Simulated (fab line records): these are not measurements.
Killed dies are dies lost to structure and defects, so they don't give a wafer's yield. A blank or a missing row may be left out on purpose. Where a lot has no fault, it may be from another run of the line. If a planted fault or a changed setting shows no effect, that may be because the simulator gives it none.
Which tool did it? | flow berkeley_cmos170 | 15 lots with 45 wafers sampled at 3 steps, on a route of 331 steps

== WHAT EACH GAUGE READ, for each wafer ==
UCB170_V2_THK_MEAS_04.
lot  | measured     | on            | V2_POLISHED_THK (nm)
L215 | day 8 22:20  | film_metro-04 | 998.8 998.6 999.1
L216 | day 8 15:59  | film_metro-01 | 1000.9 1002.0 998.6
L217 | day 8 22:47  | film_metro-03 | 1000.4 998.9 1000.7
L221 | day 9 19:17  | film_metro-03 | 999.5 998.7 998.6
L222 | day 10 20:59 | film_metro-01 | 999.7 999.5 998.8
L228 | day 11 13:30 | film_metro-04 | 999.5 998.1 997.5
L229 | day 11 16:52 | film_metro-01 | 1002.0 1001.4 999.6
L230 | day 11 16:36 | film_metro-03 | 999.7 1000.0 1001.1
L231 | day 12 05:56 | film_metro-04 | 1000.3 1001.1 1000.1
L232 | day 13 18:32 | film_metro-03 | 998.6 1001.6 998.6
L233 | day 13 17:54 | film_metro-01 | 1001.0 999.8 1000.3
L234 | day 13 18:16 | film_metro-04 | 999.6 1002.0 1000.7
L235 | day 13 15:17 | film_metro-04 | 1000.2 999.7 1001.2
L236 | day 13 20:38 | film_metro-04 | 999.7 999.6 1000.3
L237 | day 14 08:19 | film_metro-01 | 999.0 1001.4 998.9

UCB170_V2_CD_MEAS_12: the cd target is 700 nm.
lot  | measured     | on        | cd_nm (nm)
L215 | day 9 00:22  | cd_sem-01 | 698.8 698.8 699.5
L216 | day 8 17:17  | cd_sem-02 | 700.4 699.5 700.0
L217 | day 9 00:28  | cd_sem-02 | 701.1 701.0 701.1
L221 | day 9 20:46  | cd_sem-02 | 700.2 699.5 698.9
L222 | day 10 22:32 | cd_sem-02 | 698.6 700.0 697.9
L228 | day 11 15:51 | cd_sem-01 | 699.5 701.7 700.9
L229 | day 11 18:09 | cd_sem-02 | 700.5 700.6 701.0
L230 | day 11 17:54 | cd_sem-01 | 700.8 700.3 700.7
L231 | day 12 07:01 | cd_sem-01 | 701.6 701.6 700.3
L232 | day 13 20:52 | cd_sem-02 | 697.0 697.7 697.3
L233 | day 13 20:44 | cd_sem-02 | 698.6 698.4 698.8
L234 | day 13 20:34 | cd_sem-02 | 700.1 699.6 700.7
L235 | day 13 17:23 | cd_sem-01 | 702.0 699.8 700.4
L236 | day 13 21:50 | cd_sem-01 | 698.5 700.8 699.9
L237 | day 14 09:40 | cd_sem-01 | 701.2 702.1 701.6

== WHAT TOOL EACH LOT RAN ON (gives the tool, then ch and the chambers of the sampled wafers, and finally the start) ==
lot  | UCB170_SCREENOX_OXIDATION_01
L215 | furnace-01 ch 0, day 6 12:25
L216 | furnace-01 ch 0, day 6 12:25
L217 | furnace-01 ch 0, day 6 12:25
L221 | furnace-01 ch 0, day 7 07:16
L222 | furnace-01 ch 0, day 7 17:08
L228 | furnace-04 ch 0, day 8 19:19
L229 | furnace-04 ch 0, day 8 19:19
L230 | furnace-04 ch 0, day 8 19:19
L231 | furnace-01 ch 0, day 9 21:47
L232 | furnace-02 ch 0, day 10 13:38
L233 | furnace-02 ch 0, day 10 13:38
L234 | furnace-02 ch 0, day 10 13:38
L235 | furnace-02 ch 0, day 10 13:38
L236 | furnace-02 ch 0, day 10 23:53
L237 | furnace-02 ch 0, day 11 05:35
- UCB170_SCREENOX_OXIDATION_01: target thk 14.4 nm, ox time 2400 s.

== AS READ BY THE TOOLS THEMSELVES (means over the sampled wafers that have a number; for cases with no such wafer, the mark the record gives instead) ==
UCB170_SCREENOX_OXIDATION_01.
lot  | tool       | zone_power_centre_pct (%) | zone_power_source_pct (%)
L215 | furnace-01 | 47                        | 27.0
L216 | furnace-01 | 48                        | 27.2
L217 | furnace-01 | 48                        | 27.4
L221 | furnace-01 | 47                        | 27.1
L222 | furnace-01 | 48                        | 27.3
L228 | furnace-04 | 37                        | 24.9
L229 | furnace-04 | 37                        | 24.9
L230 | furnace-04 | 37                        | 25.1
L231 | furnace-01 | 48                        | 27.1
L232 | furnace-02 | 41                        | 23.4
L233 | furnace-02 | 41                        | 23.5
L234 | furnace-02 | 42                        | 23.5
L235 | furnace-02 | 41                        | 23.3
L236 | furnace-02 | 41                        | 23.4
L237 | furnace-02 | 41                        | 23.5

== THE ANSWER, worked out from the rows above alone ==
Rule: the usual values come from the lots themselves. Put in order of their means at a reading, lots are off if they are a third of the lots or fewer, leave a main group of 4 or more, and stand apart from it by a gap of 3 or more times the standard deviation of the main group's means; of several such gaps the widest counts. A main group is skipped when, at the precision printed for the reading in the tables above, its means are all equal. A lot without any number at a reading at which 4 lots or more have one is off too. Any other lot the step has rows for is counted as sound. Order of review: gauges by route order, followed by the tools' own readings, for which a lot's mean as printed above is used. The first step at which some lot is off is used, and at that step the reading that is off furthest; a lot without a number counts as furthest.
None of the lots is off at any reading shown; this tells nothing.

== WHAT THE SIMULATOR HAD INSERTED ==
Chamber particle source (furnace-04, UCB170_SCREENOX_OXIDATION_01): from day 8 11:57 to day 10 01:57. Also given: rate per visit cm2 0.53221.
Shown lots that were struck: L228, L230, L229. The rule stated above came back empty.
